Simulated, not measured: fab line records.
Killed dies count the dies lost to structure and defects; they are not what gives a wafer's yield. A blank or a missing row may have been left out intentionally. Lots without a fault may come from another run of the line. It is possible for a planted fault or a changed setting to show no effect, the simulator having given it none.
fab line records :: flow ritCmos :: part 2 of 2: steps 27 to 35 of 35
record
  lots=5
  wafers=15
  lastDay=7
route steps=202 shown ACTIVE@8 FOX1@20 FOX2@23 NWELL@28 PWELL@39
lots untouched by any fault: they come from a run of this same line in which no faults occurred
startH: start of the lot's first displayed wafer, in hours after the record's first day :: waitH: hours since the lot's step before :: " the same as in the row above :: L1.1+2: a row that stands for several wafers :: - no value, or no start given :: * or withheld: withheld :: < > ~ a bound
route shown NAME@n: a module of which the file shows steps, and the number in the route of the first :: usual: mean/standard deviation taken from wafers without a fault :: same: alike in all rows :: chamber/n: place in a boat :: sites: per-site readings :: _std_site: standard deviation across them :: _edge_site: inner sites' mean taken away from outer sites' mean :: radiusMm: how far each site lies from the wafer's centre :: mask NAME#n: copy n :: behind: the last tool/chamber to shape the wafer :: hold: cause of the lot's hold/its duration in hours/its outcome :: device: names the non-switching transistor (n, p or np) :: end of line: the route-end tests of the same wafers :: for a step that has no rows: nothing shown but its recipe :: killed: the dies lost at the first sort to structure and to defects; this is not the yield of the wafer :: map: a wafer's dies, marking killed ones x, the rest . and places with no die _
set.NAME: the setting that was run; set.NAME@STEP: the one run at that earlier step :: model.NAME: the simulator's own value behind a step, which no gauge read
lots at selected steps of the route; one table per step, one row per wafer
services: when a tool's chamber went out of use (startH, in hours from the record's first day, below 0 if earlier), for how many hours, and the reason
## steps
# step RIT_NWELL_OVL_MEAS_06
# usual
  NWELL_OVL=-0.2/1.2
lot.wafer: L075.2
tool: overlay-02
chamber: -
startH: 26.12
waitH: -
NWELL_OVL[nm]: -0.4

lot.wafer: L075.3
tool: overlay-02
chamber: -
startH: 26.12
waitH: -
NWELL_OVL[nm]: -0.5

lot.wafer: L075.6
tool: overlay-02
chamber: -
startH: 26.12
waitH: -
NWELL_OVL[nm]: -1.0

lot.wafer: L077.3
tool: overlay-02
chamber: -
startH: 35.39
waitH: -
NWELL_OVL[nm]: 0.2

lot.wafer: L077.4
tool: overlay-02
chamber: -
startH: 35.39
waitH: -
NWELL_OVL[nm]: 2.3

lot.wafer: L077.6
tool: overlay-02
chamber: -
startH: 35.39
waitH: -
NWELL_OVL[nm]: 2.8

lot.wafer: L078.1
tool: overlay-01
chamber: -
startH: 40.48
waitH: -
NWELL_OVL[nm]: 0.4

lot.wafer: L078.5
tool: overlay-01
chamber: -
startH: 40.48
waitH: -
NWELL_OVL[nm]: 1.7

lot.wafer: L078.6
tool: overlay-01
chamber: -
startH: 40.48
waitH: -
NWELL_OVL[nm]: 1.3

lot.wafer: L089.1
tool: overlay-01
chamber: -
startH: 97.27
waitH: -
NWELL_OVL[nm]: 1.6

lot.wafer: L089.2
tool: overlay-01
chamber: -
startH: 97.27
waitH: -
NWELL_OVL[nm]: 2.8

lot.wafer: L089.4
tool: overlay-01
chamber: -
startH: 97.27
waitH: -
NWELL_OVL[nm]: 0.5

lot.wafer: L096.1
tool: overlay-01
chamber: -
startH: 130.81
waitH: -
NWELL_OVL[nm]: -0.1

lot.wafer: L096.3
tool: overlay-01
chamber: -
startH: 130.81
waitH: -
NWELL_OVL[nm]: 0.8

lot.wafer: L096.4
tool: overlay-01
chamber: -
startH: 130.81
waitH: -
NWELL_OVL[nm]: -1.2
# step RIT_NWELL_HARDBAKE_07
# recipe
  resist=NOVOLAK
  tempC=140
  timeS=120
# usual
  chillPlateTempC=22.99/0.12
  heaterPowerTotalW=52.03/0.061
lot.wafer: L075.2
tool: lithoTrack-04
chamber: 0
startH: 26.19
waitH: 0.1
chillPlateTempC: 23.01
heaterPowerTotalW: 52.00

lot.wafer: L075.3
tool: lithoTrack-04
chamber: 0
startH: 26.19
waitH: 0.1
chillPlateTempC: 23.11
heaterPowerTotalW: 51.96

lot.wafer: L075.6
tool: lithoTrack-04
chamber: 0
startH: 26.19
waitH: 0.1
chillPlateTempC: 23.08
heaterPowerTotalW: 52.15

lot.wafer: L077.3
tool: lithoTrack-04
chamber: 0
startH: 35.50
waitH: 0.1
chillPlateTempC: 22.86
heaterPowerTotalW: 52.06

lot.wafer: L077.4
tool: lithoTrack-04
chamber: 0
startH: 35.50
waitH: 0.1
chillPlateTempC: 22.96
heaterPowerTotalW: 52.02

lot.wafer: L077.6
tool: lithoTrack-04
chamber: 0
startH: 35.50
waitH: 0.1
chillPlateTempC: 23.01
heaterPowerTotalW: 51.98

lot.wafer: L078.1
tool: lithoTrack-04
chamber: 0
startH: 40.51
waitH: 0.0
chillPlateTempC: 22.88
heaterPowerTotalW: 52.11

lot.wafer: L078.5
tool: lithoTrack-04
chamber: 0
startH: 40.51
waitH: 0.0
chillPlateTempC: 22.99
heaterPowerTotalW: 52.00

lot.wafer: L078.6
tool: lithoTrack-04
chamber: 0
startH: 40.51
waitH: 0.0
chillPlateTempC: 22.99
heaterPowerTotalW: 52.03

lot.wafer: L089.1
tool: lithoTrack-04
chamber: 0
startH: 97.30
waitH: 0.0
chillPlateTempC: 22.94
heaterPowerTotalW: 52.00

lot.wafer: L089.2
tool: lithoTrack-04
chamber: 0
startH: 97.30
waitH: 0.0
chillPlateTempC: 22.78
heaterPowerTotalW: 52.14

lot.wafer: L089.4
tool: lithoTrack-04
chamber: 0
startH: 97.30
waitH: 0.0
chillPlateTempC: 22.82
heaterPowerTotalW: 52.05

lot.wafer: L096.1
tool: lithoTrack-04
chamber: 0
startH: 130.85
waitH: 0.0
chillPlateTempC: 22.85
heaterPowerTotalW: 52.02

lot.wafer: L096.3
tool: lithoTrack-04
chamber: 0
startH: 130.85
waitH: 0.0
chillPlateTempC: 22.92
heaterPowerTotalW: 52.10

lot.wafer: L096.4
tool: lithoTrack-04
chamber: 0
startH: 130.85
waitH: 0.0
chillPlateTempC: 22.93
heaterPowerTotalW: 52.05
# step RIT_NWELL_IMPLANT_08
# recipe
  species=P
  energyKev=171.9
  doseCm2=5e+13
  tiltDeg=7
# usual
  endStationPressureTorr=5.13e-06/2.7e-07
lot.wafer: L075.2
tool: implanter-04
chamber: 0
startH: 26.42
waitH: 0.2
endStationPressureTorr: 5.08e-06

lot.wafer: L075.3
tool: implanter-04
chamber: 0
startH: 26.42
waitH: 0.2
endStationPressureTorr: 4.79e-06

lot.wafer: L075.6
tool: implanter-04
chamber: 0
startH: 26.42
waitH: 0.2
endStationPressureTorr: 5.23e-06

lot.wafer: L077.3
tool: implanter-04
chamber: 0
startH: 35.71
waitH: 0.2
endStationPressureTorr: 4.77e-06

lot.wafer: L077.4
tool: implanter-04
chamber: 0
startH: 35.71
waitH: 0.2
endStationPressureTorr: 5.02e-06

lot.wafer: L077.6
tool: implanter-04
chamber: 0
startH: 35.71
waitH: 0.2
endStationPressureTorr: 4.88e-06

lot.wafer: L078.1
tool: implanter-04
chamber: 0
startH: 40.76
waitH: 0.2
endStationPressureTorr: 4.95e-06

lot.wafer: L078.5
tool: implanter-04
chamber: 0
startH: 40.76
waitH: 0.2
endStationPressureTorr: 5.54e-06

lot.wafer: L078.6
tool: implanter-04
chamber: 0
startH: 40.76
waitH: 0.2
endStationPressureTorr: 5.17e-06

lot.wafer: L089.1
tool: implanter-01
chamber: 0
startH: 97.55
waitH: 0.2
endStationPressureTorr: 5.52e-06

lot.wafer: L089.2
tool: implanter-01
chamber: 0
startH: 97.55
waitH: 0.2
endStationPressureTorr: 5.48e-06

lot.wafer: L089.4
tool: implanter-01
chamber: 0
startH: 97.55
waitH: 0.2
endStationPressureTorr: 4.96e-06

lot.wafer: L096.1
tool: implanter-04
chamber: 0
startH: 131.10
waitH: 0.2
endStationPressureTorr: 5.31e-06

lot.wafer: L096.3
tool: implanter-04
chamber: 0
startH: 131.10
waitH: 0.2
endStationPressureTorr: 4.98e-06

lot.wafer: L096.4
tool: implanter-04
chamber: 0
startH: 131.10
waitH: 0.2
endStationPressureTorr: 4.9e-06
# step RIT_NWELL_STRIP_09
# recipe
  chemistry=O2
  timeS=180
  resist=NOVOLAK
  platenTempC=withheld
  powerW=500
  pressureMtorr=4000
  o2FlowSccm=4000
# usual
  drypumpMotorCurrentA=5.7/0.45
  o2FlowSccm=4000/14
lot.wafer: L075.2
tool: plasmaAsher-04
chamber: 0
startH: 26.55
waitH: 0.1
drypumpMotorCurrentA: 6.0
o2FlowSccm: 4011
rfHoursCounterH: 24

lot.wafer: L075.3
tool: plasmaAsher-04
chamber: 0
startH: 26.55
waitH: 0.1
drypumpMotorCurrentA: 6.1
o2FlowSccm: 4006
rfHoursCounterH: -

lot.wafer: L075.6
tool: plasmaAsher-04
chamber: 1
startH: 26.55
waitH: 0.1
drypumpMotorCurrentA: 5.4
o2FlowSccm: 3996
rfHoursCounterH: -

lot.wafer: L077.3
tool: plasmaAsher-02
chamber: 1
startH: 35.87
waitH: 0.1
drypumpMotorCurrentA: 6.2
o2FlowSccm: 3988
rfHoursCounterH: -

lot.wafer: L077.4
tool: plasmaAsher-02
chamber: 0
startH: 35.87
waitH: 0.1
drypumpMotorCurrentA: 5.2
o2FlowSccm: 3988
rfHoursCounterH: -

lot.wafer: L077.6
tool: plasmaAsher-02
chamber: 1
startH: 35.87
waitH: 0.1
drypumpMotorCurrentA: 6.2
o2FlowSccm: 4009
rfHoursCounterH: -

lot.wafer: L078.1
tool: plasmaAsher-04
chamber: 1
startH: 40.91
waitH: 0.1
drypumpMotorCurrentA: 5.4
o2FlowSccm: 4001
rfHoursCounterH: 26

lot.wafer: L078.5
tool: plasmaAsher-04
chamber: 0
startH: 40.91
waitH: 0.1
drypumpMotorCurrentA: 6.1
o2FlowSccm: 3961
rfHoursCounterH: -

lot.wafer: L078.6
tool: plasmaAsher-04
chamber: 1
startH: 40.91
waitH: 0.1
drypumpMotorCurrentA: 5.4
o2FlowSccm: 4007
rfHoursCounterH: -

lot.wafer: L089.1
tool: plasmaAsher-02
chamber: 0
startH: 97.70
waitH: 0.1
drypumpMotorCurrentA: 5.2
o2FlowSccm: 3988
rfHoursCounterH: 47

lot.wafer: L089.2
tool: plasmaAsher-02
chamber: 1
startH: 97.70
waitH: 0.1
drypumpMotorCurrentA: 6.2
o2FlowSccm: 4005
rfHoursCounterH: 47

lot.wafer: L089.4
tool: plasmaAsher-02
chamber: 1
startH: 97.70
waitH: 0.1
drypumpMotorCurrentA: 6.2
o2FlowSccm: 3969
rfHoursCounterH: -

lot.wafer: L096.1
tool: plasmaAsher-03
chamber: 1
startH: 131.25
waitH: 0.1
drypumpMotorCurrentA: 6.1
o2FlowSccm: 3987
rfHoursCounterH: 46

lot.wafer: L096.3
tool: plasmaAsher-03
chamber: 0
startH: 131.25
waitH: 0.1
drypumpMotorCurrentA: 5.0
o2FlowSccm: 3979
rfHoursCounterH: -

lot.wafer: L096.4
tool: plasmaAsher-03
chamber: 1
startH: 131.25
waitH: 0.1
drypumpMotorCurrentA: 6.1
o2FlowSccm: 3991
rfHoursCounterH: -
# step RIT_NWELL_TW_MEAS_10
# usual
  NWELL_TW=2135/14
lot.wafer: L075.2
tool: filmMetro-03
chamber: -
startH: 26.73
waitH: 0.1
NWELL_TW: 2138

lot.wafer: L075.3
tool: filmMetro-03
chamber: -
startH: 26.73
waitH: 0.1
NWELL_TW: 2133

lot.wafer: L075.6
tool: filmMetro-03
chamber: -
startH: 26.73
waitH: 0.1
NWELL_TW: 2124

lot.wafer: L077.3
tool: filmMetro-01
chamber: -
startH: 36.01
waitH: 0.1
NWELL_TW: 2150

lot.wafer: L077.4
tool: filmMetro-01
chamber: -
startH: 36.01
waitH: 0.1
NWELL_TW: 2158

lot.wafer: L077.6
tool: filmMetro-01
chamber: -
startH: 36.01
waitH: 0.1
NWELL_TW: 2167

lot.wafer: L078.1
tool: filmMetro-03
chamber: -
startH: 41.09
waitH: 0.1
NWELL_TW: 2123

lot.wafer: L078.5
tool: filmMetro-03
chamber: -
startH: 41.09
waitH: 0.1
NWELL_TW: 2126

lot.wafer: L078.6
tool: filmMetro-03
chamber: -
startH: 41.09
waitH: 0.1
NWELL_TW: 2130

lot.wafer: L089.1
tool: filmMetro-04
chamber: -
startH: 97.88
waitH: 0.1
NWELL_TW: 2142

lot.wafer: L089.2
tool: filmMetro-04
chamber: -
startH: 97.88
waitH: 0.1
NWELL_TW: 2144

lot.wafer: L089.4
tool: filmMetro-04
chamber: -
startH: 97.88
waitH: 0.1
NWELL_TW: 2138

lot.wafer: L096.1
tool: filmMetro-01
chamber: -
startH: 131.42
waitH: 0.1
NWELL_TW: 2155

lot.wafer: L096.3
tool: filmMetro-01
chamber: -
startH: 131.42
waitH: 0.1
NWELL_TW: 2167

lot.wafer: L096.4
tool: filmMetro-01
chamber: -
startH: 131.42
waitH: 0.1
NWELL_TW: 2167
# step RIT_PWELL_HMDS_00
# recipe
  primeTimeS=60
  primeTempC=140
# usual
  chillPlateTempC=23.03/0.11
lot.wafer: L075.2
tool: lithoTrack-03
chamber: 0
startH: 26.83
waitH: 0.1
chillPlateTempC: 23.08

lot.wafer: L075.3
tool: lithoTrack-03
chamber: 0
startH: 26.83
waitH: 0.1
chillPlateTempC: 22.94

lot.wafer: L075.6
tool: lithoTrack-03
chamber: 0
startH: 26.83
waitH: 0.1
chillPlateTempC: 22.99

lot.wafer: L077.3
tool: lithoTrack-02
chamber: 0
startH: 36.10
waitH: 0.1
chillPlateTempC: 23.00

lot.wafer: L077.4
tool: lithoTrack-02
chamber: 0
startH: 36.10
waitH: 0.1
chillPlateTempC: 23.01

lot.wafer: L077.6
tool: lithoTrack-02
chamber: 0
startH: 36.10
waitH: 0.1
chillPlateTempC: 23.02

lot.wafer: L078.1
tool: lithoTrack-01
chamber: 0
startH: 41.15
waitH: 0.1
chillPlateTempC: 23.01

lot.wafer: L078.5
tool: lithoTrack-01
chamber: 0
startH: 41.15
waitH: 0.1
chillPlateTempC: 23.02

lot.wafer: L078.6
tool: lithoTrack-01
chamber: 0
startH: 41.15
waitH: 0.1
chillPlateTempC: 23.09

lot.wafer: L089.1
tool: lithoTrack-01
chamber: 0
startH: 98.01
waitH: 0.1
chillPlateTempC: 23.05

lot.wafer: L089.2
tool: lithoTrack-01
chamber: 0
startH: 98.01
waitH: 0.1
chillPlateTempC: 23.12

lot.wafer: L089.4
tool: lithoTrack-01
chamber: 0
startH: 98.01
waitH: 0.1
chillPlateTempC: 23.15

lot.wafer: L096.1
tool: lithoTrack-02
chamber: 0
startH: 131.48
waitH: 0.1
chillPlateTempC: 23.05

lot.wafer: L096.3
tool: lithoTrack-02
chamber: 0
startH: 131.48
waitH: 0.1
chillPlateTempC: 23.11

lot.wafer: L096.4
tool: lithoTrack-02
chamber: 0
startH: 131.48
waitH: 0.1
chillPlateTempC: 23.13
# step RIT_PWELL_COAT_01
# recipe
  resist=NOVOLAK
  spinRpm=2000
  resistThkNm=1300
# usual
  chillPlateTempC=22.98/0.093
lot.wafer: L075.2
tool: lithoTrack-03
chamber: 0
startH: 26.98
waitH: 0.1
chillPlateTempC: 23.02

lot.wafer: L075.3
tool: lithoTrack-03
chamber: 0
startH: 26.98
waitH: 0.1
chillPlateTempC: 22.91

lot.wafer: L075.6
tool: lithoTrack-03
chamber: 0
startH: 26.98
waitH: 0.1
chillPlateTempC: 22.93

lot.wafer: L077.3
tool: lithoTrack-02
chamber: 0
startH: 36.25
waitH: 0.1
chillPlateTempC: 23.03

lot.wafer: L077.4
tool: lithoTrack-02
chamber: 0
startH: 36.25
waitH: 0.1
chillPlateTempC: 23.09

lot.wafer: L077.6
tool: lithoTrack-02
chamber: 0
startH: 36.25
waitH: 0.1
chillPlateTempC: 23.01

lot.wafer: L078.1
tool: lithoTrack-01
chamber: 0
startH: 41.30
waitH: 0.1
chillPlateTempC: 23.03

lot.wafer: L078.5
tool: lithoTrack-01
chamber: 0
startH: 41.30
waitH: 0.1
chillPlateTempC: 23.13

lot.wafer: L078.6
tool: lithoTrack-01
chamber: 0
startH: 41.30
waitH: 0.1
chillPlateTempC: 22.98

lot.wafer: L089.1
tool: lithoTrack-01
chamber: 0
startH: 98.16
waitH: 0.1
chillPlateTempC: 22.86

lot.wafer: L089.2
tool: lithoTrack-01
chamber: 0
startH: 98.16
waitH: 0.1
chillPlateTempC: 22.78

lot.wafer: L089.4
tool: lithoTrack-01
chamber: 0
startH: 98.16
waitH: 0.1
chillPlateTempC: 23.02

lot.wafer: L096.1
tool: lithoTrack-02
chamber: 0
startH: 131.63
waitH: 0.1
chillPlateTempC: 22.90

lot.wafer: L096.3
tool: lithoTrack-02
chamber: 0
startH: 131.63
waitH: 0.1
chillPlateTempC: 22.94

lot.wafer: L096.4
tool: lithoTrack-02
chamber: 0
startH: 131.63
waitH: 0.1
chillPlateTempC: 22.98
# step RIT_PWELL_SOFTBAKE_02
# recipe
  resist=NOVOLAK
  tempC=90
  timeS=60
# usual
  chillPlateTempC=22.99/0.1
  heaterPowerTotalW=34.56/0.053
lot.wafer: L075.2
tool: lithoTrack-03
chamber: 0
startH: 27.13
waitH: 0.1
chillPlateTempC: 23.04
heaterPowerTotalW: 34.56

lot.wafer: L075.3
tool: lithoTrack-03
chamber: 0
startH: 27.13
waitH: 0.1
chillPlateTempC: 23.02
heaterPowerTotalW: 34.59

lot.wafer: L075.6
tool: lithoTrack-03
chamber: 0
startH: 27.13
waitH: 0.1
chillPlateTempC: 22.94
heaterPowerTotalW: 34.58

lot.wafer: L077.3
tool: lithoTrack-02
chamber: 0
startH: 36.40
waitH: 0.1
chillPlateTempC: 22.98
heaterPowerTotalW: 34.58

lot.wafer: L077.4
tool: lithoTrack-02
chamber: 0
startH: 36.40
waitH: 0.1
chillPlateTempC: 23.02
heaterPowerTotalW: 34.52

lot.wafer: L077.6
tool: lithoTrack-02
chamber: 0
startH: 36.40
waitH: 0.1
chillPlateTempC: 23.04
heaterPowerTotalW: 34.58

lot.wafer: L078.1
tool: lithoTrack-01
chamber: 0
startH: 41.45
waitH: 0.1
chillPlateTempC: 23.03
heaterPowerTotalW: 34.61

lot.wafer: L078.5
tool: lithoTrack-01
chamber: 0
startH: 41.45
waitH: 0.1
chillPlateTempC: 22.96
heaterPowerTotalW: 34.51

lot.wafer: L078.6
tool: lithoTrack-01
chamber: 0
startH: 41.45
waitH: 0.1
chillPlateTempC: 22.97
heaterPowerTotalW: 34.56

lot.wafer: L089.1
tool: lithoTrack-01
chamber: 0
startH: 98.31
waitH: 0.1
chillPlateTempC: 22.90
heaterPowerTotalW: 34.58

lot.wafer: L089.2
tool: lithoTrack-01
chamber: 0
startH: 98.31
waitH: 0.1
chillPlateTempC: 22.94
heaterPowerTotalW: 34.58

lot.wafer: L089.4
tool: lithoTrack-01
chamber: 0
startH: 98.31
waitH: 0.1
chillPlateTempC: 22.98
heaterPowerTotalW: 34.64

lot.wafer: L096.1
tool: lithoTrack-02
chamber: 0
startH: 131.78
waitH: 0.1
chillPlateTempC: 22.79
heaterPowerTotalW: 34.61

lot.wafer: L096.3
tool: lithoTrack-02
chamber: 0
startH: 131.78
waitH: 0.1
chillPlateTempC: 22.94
heaterPowerTotalW: 34.57

lot.wafer: L096.4
tool: lithoTrack-02
chamber: 0
startH: 131.78
waitH: 0.1
chillPlateTempC: 22.89
heaterPowerTotalW: 34.61
# step RIT_PWELL_EXPOSE_03
# recipe
  maskId=M3
  na=0.57
  targetCdNm=43700
  doseMj=250
# usual
  reticleTempC=23.00/0.092
lot.wafer: L075.2
tool: ilineStepper-01
chamber: 0
startH: 27.40
waitH: 0.2
mask: M3#0
reticleTempC: 22.93

lot.wafer: L075.3
tool: ilineStepper-01
chamber: 0
startH: 27.40
waitH: 0.2
mask: M3#0
reticleTempC: 22.94

lot.wafer: L075.6
tool: ilineStepper-01
chamber: 0
startH: 27.40
waitH: 0.2
mask: M3#0
reticleTempC: 23.06

lot.wafer: L077.3
tool: ilineStepper-02
chamber: 0
startH: 36.66
waitH: 0.2
mask: M3#0
reticleTempC: 23.14

lot.wafer: L077.4
tool: ilineStepper-02
chamber: 0
startH: 36.66
waitH: 0.2
mask: M3#0
reticleTempC: 22.93

lot.wafer: L077.6
tool: ilineStepper-02
chamber: 0
startH: 36.66
waitH: 0.2
mask: M3#0
reticleTempC: 23.05

lot.wafer: L078.1
tool: ilineStepper-02
chamber: 0
startH: 41.60
waitH: 0.1
mask: M3#0
reticleTempC: 23.13

lot.wafer: L078.5
tool: ilineStepper-02
chamber: 0
startH: 41.60
waitH: 0.1
mask: M3#0
reticleTempC: 23.13

lot.wafer: L078.6
tool: ilineStepper-02
chamber: 0
startH: 41.60
waitH: 0.1
mask: M3#0
reticleTempC: 22.99

lot.wafer: L089.1
tool: ilineStepper-02
chamber: 0
startH: 98.52
waitH: 0.2
mask: M3#0
reticleTempC: 23.09

lot.wafer: L089.2
tool: ilineStepper-02
chamber: 0
startH: 98.52
waitH: 0.2
mask: M3#0
reticleTempC: 22.91

lot.wafer: L089.4
tool: ilineStepper-02
chamber: 0
startH: 98.52
waitH: 0.2
mask: M3#0
reticleTempC: 23.03

lot.wafer: L096.1
tool: ilineStepper-02
chamber: 0
startH: 132.06
waitH: 0.2
mask: M3#0
reticleTempC: 22.99

lot.wafer: L096.3
tool: ilineStepper-02
chamber: 0
startH: 132.06
waitH: 0.2
mask: M3#0
reticleTempC: 23.23

lot.wafer: L096.4
tool: ilineStepper-02
chamber: 0
startH: 132.06
waitH: 0.2
mask: M3#0
reticleTempC: 23.10
## services
tool: furnace-01
chamber: -
startH: 8.32
hours: 4.2
kind: pm

tool: plasmaAsher-03
chamber: -
startH: 32.97
hours: 16.7
kind: repair

tool: wetBench-02
chamber: -
startH: 35.34
hours: 3.2
kind: repair

tool: ilineStepper-02
chamber: -
startH: 38.81
hours: 1.7
kind: pm

tool: rieDiel-01
chamber: -
startH: 45.93
hours: 3.2
kind: repair

tool: plasmaAsher-04
chamber: -
startH: 46.32
hours: 3.4
kind: repair

tool: furnace-03
chamber: -
startH: 54.61
hours: 3.2
kind: pm

tool: rieDiel-03
chamber: 0
startH: 56.94
hours: 8.8
kind: repair

tool: plasmaAsher-03
chamber: -
startH: 62.75
hours: 3.1
kind: repair

tool: rieDiel-04
chamber: 2
startH: 63.13
hours: 7.9
kind: repair

tool: plasmaAsher-03
chamber: -
startH: 66.82
hours: 15.6
kind: pm

tool: furnace-04
chamber: -
startH: 68.48
hours: 2.6
kind: pm

tool: ilineStepper-01
chamber: -
startH: 70.38
hours: 1.7
kind: pm

tool: implanter-04
chamber: -
startH: 84.54
hours: 5.5
kind: pm

tool: rieDiel-04
chamber: 1
startH: 89.77
hours: 16.7
kind: repair

tool: wetBench-02
chamber: -
startH: 90.71
hours: 2.7
kind: repair

tool: rieDiel-01
chamber: 2
startH: 101.06
hours: 17.1
kind: repair

tool: plasmaAsher-02
chamber: -
startH: 107.56
hours: 3.9
kind: repair

tool: plasmaAsher-04
chamber: -
startH: 108.75
hours: 1.5
kind: repair

tool: plasmaAsher-02
chamber: -
startH: 111.42
hours: 9.0
kind: pm

tool: plasmaAsher-02
chamber: 0
startH: 111.42
hours: 9.0
kind: ventCycle

tool: plasmaAsher-02
chamber: 1
startH: 111.42
hours: 9.0
kind: ventCycle

tool: plasmaAsher-02
chamber: 0
startH: 120.42
hours: -
kind: clean

tool: rieDiel-04
chamber: 3
startH: 126.35
hours: 2.8
kind: repair
